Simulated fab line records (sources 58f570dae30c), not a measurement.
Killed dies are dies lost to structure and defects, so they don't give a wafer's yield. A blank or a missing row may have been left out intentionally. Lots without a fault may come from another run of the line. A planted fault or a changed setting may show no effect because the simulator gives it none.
Which tool did it?    flow berkeley_cmos170    14 lots with 42 wafers sampled at 7 steps, on a route of 331 steps

## WHAT THE GAUGES SHOWED, per wafer
UCB170_PFIELD_OVL_MEAS_06.
lot   measured      on          PFIELD_OVL (nm)
L394  day 4 22:06   overlay-01  -3 -15 -7
L396  day 5 03:18   overlay-01  9 -7 -1
L397  day 5 10:35   overlay-01  -5 -6 -1
L402  day 6 08:08   overlay-01  5 1 0
L400  day 6 08:14   overlay-01  4 -1 5
L401  day 6 08:29   overlay-02  -6 2 -7
L404  day 7 04:29   overlay-02  -6 2 -4
L407  day 7 11:42   overlay-02  -8 -6 -8
L408  day 7 12:07   overlay-02  -2 -3 -7
L409  day 7 19:44   overlay-01  -5 -7 1
L410  day 8 07:57   overlay-01  -8 7 -4
L411  day 8 08:26   overlay-02  -6 -3 -6
L412  day 8 17:08   overlay-01  -13 -13 -7
L417  day 10 07:58  overlay-01  -3 -5 1

UCB170_PSD_TW_MEAS_10.
lot   measured      on             PSD_TW
L394  day 7 18:20   film_metro-01  2332 2346 2333
L396  day 7 17:56   film_metro-02  2305 2305 2306
L397  day 8 02:19   film_metro-01  2318 2312 2313
L402  day 9 10:49   film_metro-03  2365 2342 2347
L400  day 9 11:10   film_metro-02  2306 2320 2313
L401  day 9 10:56   film_metro-01  2319 2321 2329
L404  day 10 14:42  film_metro-02  2314 2314 2295
L407  day 10 14:48  film_metro-03  2362 2364 2347
L408  day 10 14:29  film_metro-03  2330 2342 2345
L409  day 11 02:05  film_metro-03  2344 2332 2349
L410  day 11 11:25  film_metro-03  2262 2250 2252 2267 2244 2255
L411  day 11 11:39  film_metro-03  2335 2320 2327
L412  day 12 01:56  film_metro-01  2244 2231 2236 2244 2245 2240
L417  day 12 22:49  film_metro-03  2338 2360 2342

UCB170_SDANNEAL_RS_MEAS_02: measures by four-point-probe.
lot   measured      on             PSD_RS (ohm/sq)
L394  day 7 21:22   film_metro-02  75.84 75.44 75.55
L396  day 7 20:52   film_metro-02  75.80 75.79 75.82
L397  day 8 06:43   film_metro-03  76.27 76.40 76.28
L402  day 9 13:25   film_metro-03  76.04 76.07 75.94
L400  day 9 13:57   film_metro-02  75.84 75.47 75.48
L401  day 9 13:43   film_metro-01  75.56 75.69 75.78
L404  day 10 18:42  film_metro-03  75.30 75.50 75.64
L407  day 10 18:25  film_metro-02  75.39 75.65 75.26
L408  day 10 18:09  film_metro-01  75.97 75.51 75.49
L409  day 11 04:55  film_metro-01  75.55 75.62 75.13
L410  day 11 21:59  film_metro-03  82.18 82.19 82.16 82.25 82.29 82.12
L411  day 11 17:02  film_metro-02  75.91 75.67 75.59
L412  day 12 06:31  film_metro-02  81.97 82.05 82.56 81.94 82.06 82.47
L417  day 13 03:30  film_metro-03  75.58 75.90 76.05

UCB170_SILICIDE_RS_MEAS_02: measures by four-point-probe.
lot   measured      on             SILICIDE_TI_RS (ohm/sq)
L394  day 7 21:57   film_metro-04  26.7 26.9 26.9
L396  day 7 21:27   film_metro-04  26.4 26.5 26.5
L397  day 8 07:18   film_metro-01  26.1 26.3 26.4
L402  day 9 13:59   film_metro-04  26.3 26.2 27.0
L400  day 9 14:32   film_metro-04  26.8 25.9 25.9
L401  day 9 14:17   film_metro-03  26.1 26.2 26.4
L404  day 10 19:16  film_metro-01  26.1 26.2 26.5
L407  day 10 19:00  film_metro-04  25.6 26.0 26.1
L408  day 10 18:44  film_metro-01  25.8 26.2 26.4
L409  day 11 05:29  film_metro-03  26.4 25.8 25.8
L410  day 12 05:24  film_metro-04  26.0 25.8 26.1
L411  day 11 17:37  film_metro-01  26.3 26.3 25.9
L412  day 12 11:46  film_metro-04  26.6 26.9 26.6
L417  day 13 04:05  film_metro-01  26.6 26.7 26.7

## WHAT TOOL EACH LOT RAN ON (gives the tool, then ch and the chambers of the sampled wafers, and finally the start)
lot   UCB170_PSD_IMPLANT_08            UCB170_PSD_STRIP_09                   UCB170_SDANNEAL_RTA_01
L394  implanter-02 ch 0, day 7 18:07   plasma_asher-03 ch 0,1, day 7 18:14   rtp_anneal-01 ch 0, day 7 21:12
L396  implanter-01 ch 0, day 7 17:41   plasma_asher-01 ch 0,1, day 7 17:50   rtp_anneal-01 ch 0, day 7 20:49
L397  implanter-04 ch 0, day 8 02:01   plasma_asher-03 ch 0, day 8 02:12     rtp_anneal-02 ch 0, day 8 06:40
L402  implanter-04 ch 0, day 9 10:35   plasma_asher-04 ch 0,1, day 9 10:43   rtp_anneal-01 ch 0, day 9 13:21
L400  implanter-02 ch 0, day 9 10:55   plasma_asher-03 ch 0,1, day 9 11:04   rtp_anneal-01 ch 0, day 9 13:54
L401  implanter-01 ch 0, day 9 10:41   plasma_asher-01 ch 0,1, day 9 10:50   rtp_anneal-02 ch 0, day 9 13:39
L404  implanter-01 ch 0, day 10 14:30  plasma_asher-03 ch 0,1, day 10 14:36  rtp_anneal-01 ch 0, day 10 18:37
L407  implanter-04 ch 0, day 10 14:33  plasma_asher-01 ch 0,1, day 10 14:42  rtp_anneal-01 ch 0, day 10 18:22
L408  implanter-04 ch 0, day 10 14:16  plasma_asher-01 ch 0,1, day 10 14:23  rtp_anneal-01 ch 0, day 10 17:52
L409  implanter-02 ch 0, day 11 01:50  plasma_asher-03 ch 0, day 11 01:59    rtp_anneal-01 ch 0, day 11 04:52
L410  implanter-04 ch 0, day 11 11:11  plasma_asher-04 ch 0,1, day 11 11:18  rtp_anneal-02 ch 0, day 11 21:52
L411  implanter-02 ch 0, day 11 11:25  plasma_asher-04 ch 0,1, day 11 11:32  rtp_anneal-01 ch 0, day 11 16:58
L412  implanter-04 ch 0, day 12 01:41  plasma_asher-04 ch 0,1, day 12 01:50  rtp_anneal-02 ch 0, day 12 06:24
L417  implanter-02 ch 0, day 12 22:36  plasma_asher-01 ch 0,1, day 12 22:44  rtp_anneal-02 ch 0, day 13 03:25
- UCB170_PSD_IMPLANT_08
- UCB170_PSD_STRIP_09: strips in O2.
- UCB170_SDANNEAL_RTA_01: time 5 s.

## WHAT THE TOOLS THEMSELVES READ (means of the sampled wafers that have a number; where no wafer has one, the mark that the record gives instead)
UCB170_PSD_IMPLANT_08.
lot   tool          dose_ions_cm2  faraday_current_uA
L394  implanter-02  2.997e+15      9277
L396  implanter-01  2.996e+15      9257
L397  implanter-04  2.998e+15      9456
L402  implanter-04  2.996e+15      9208
L400  implanter-02  2.997e+15      9313
L401  implanter-01  3.003e+15      9322
L404  implanter-01  3.001e+15      9079
L407  implanter-04  3.000e+15      9110
L408  implanter-04  3.001e+15      9347
L409  implanter-02  3.000e+15      9420
L410  implanter-04  2.675e+15      8344
L411  implanter-02  2.995e+15      9257
L412  implanter-04  2.678e+15      8199
L417  implanter-02  3.001e+15      9049

UCB170_PSD_STRIP_09.
lot   tool             chamber_pressure_mTorr (mTorr)  drypump_motor_current_A (A)  oes_product_au (a.u.)  strip_time_to_endpoint_s (s)
L394  plasma_asher-03  3505                            5.4                          0.599                  29.33
L396  plasma_asher-01  3500                            6.0                          0.601                  29.36
L397  plasma_asher-03  3498                            6.1                          0.601                  29.50
L402  plasma_asher-04  3502                            5.9                          0.602                  29.33
L400  plasma_asher-03  3499                            5.4                          0.602                  29.43
L401  plasma_asher-01  3497                            5.9                          0.605                  29.28
L404  plasma_asher-03  3497                            5.8                          0.601                  29.40
L407  plasma_asher-01  3501                            5.9                          0.600                  29.43
L408  plasma_asher-01  3497                            5.9                          0.602                  29.34
L409  plasma_asher-03  3501                            6.2                          0.595                  29.33
L410  plasma_asher-04  3497                            6.0                          0.620                  28.14
L411  plasma_asher-04  3501                            5.9                          0.599                  29.43
L412  plasma_asher-04  3500                            5.9                          0.621                  28.21
L417  plasma_asher-01  3499                            5.9                          0.598                  29.41

UCB170_SDANNEAL_RTA_01.
lot   tool           lamp_power_pct (%)  wafer_temp_C_max
L394  rtp_anneal-01  36.81               1054.1
L396  rtp_anneal-01  36.78               1054.2
L397  rtp_anneal-02  36.84               1055.9
L402  rtp_anneal-01  36.76               1053.4
L400  rtp_anneal-01  36.79               1053.5
L401  rtp_anneal-02  36.79               1058.6
L404  rtp_anneal-01  36.77               1053.3
L407  rtp_anneal-01  36.81               1054.5
L408  rtp_anneal-01  36.79               1054.1
L409  rtp_anneal-01  36.78               1054.3
L410  rtp_anneal-02  36.82               1056.7
L411  rtp_anneal-01  36.80               1052.9
L412  rtp_anneal-02  36.84               1057.1
L417  rtp_anneal-02  36.81               1057.1

## THE ANSWER, worked out from the rows above alone
Rule: the lots themselves supply what counts as usual. Put in order of their means at a reading, lots are off if they are a third of the lots or fewer, leave a main group of 4 or more, and stand apart from it by a gap of 3 or more times the standard deviation of the main group's means; of several such gaps the widest counts. Not used: any main group whose means are identical at the precision the tables above print for the reading. A lot without any number at a reading at which 4 lots or more have one is off too. Where the step has rows for the other lots, those lots are counted as sound. Order of review: gauges by route order, followed by the tools' own readings, for which a lot's mean as printed above is used. The first step at which some lot is off is used, and at that step the reading that is off furthest; a lot without a number counts as furthest.
Off: L410, L412, at UCB170_SDANNEAL_RS_MEAS_02 (PSD_RS). The main group: mean 75.72 ohm/sq, standard deviation 0.25.
A tool fits if, at a process step before that reading, it ran every lot that is off, and no sound lot after the first of them. Not tried: the gauges at UCB170_SDANNEAL_RS_MEAS_02; whatever is off there is also off at UCB170_PSD_IMPLANT_08, on other tools, and gauge error can't account for it. One candidate fits, namely implanter-04 at UCB170_PSD_IMPLANT_08. A fault onset in the window from L407 (day 10 14:33, its last sound lot) to L410 (day 11 11:11, its first lot off) fits.
The tool's own readings at UCB170_PSD_IMPLANT_08 bear it out: on the lots that are off they differ by more than 5 times the standard deviation of the sound lots' means. dose_ions_cm2 reads 2.676e+15 there against 2.999e+15 on the sound lots; faraday_current_uA reads 8272 there against 9258 on the sound lots.

## WHAT THE SIMULATOR PUT IN
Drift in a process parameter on implanter-04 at UCB170_PSD_IMPLANT_08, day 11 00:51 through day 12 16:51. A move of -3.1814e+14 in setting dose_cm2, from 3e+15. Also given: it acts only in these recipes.
Struck lots among those shown: L410, L412. The rule given above showed the same thing.
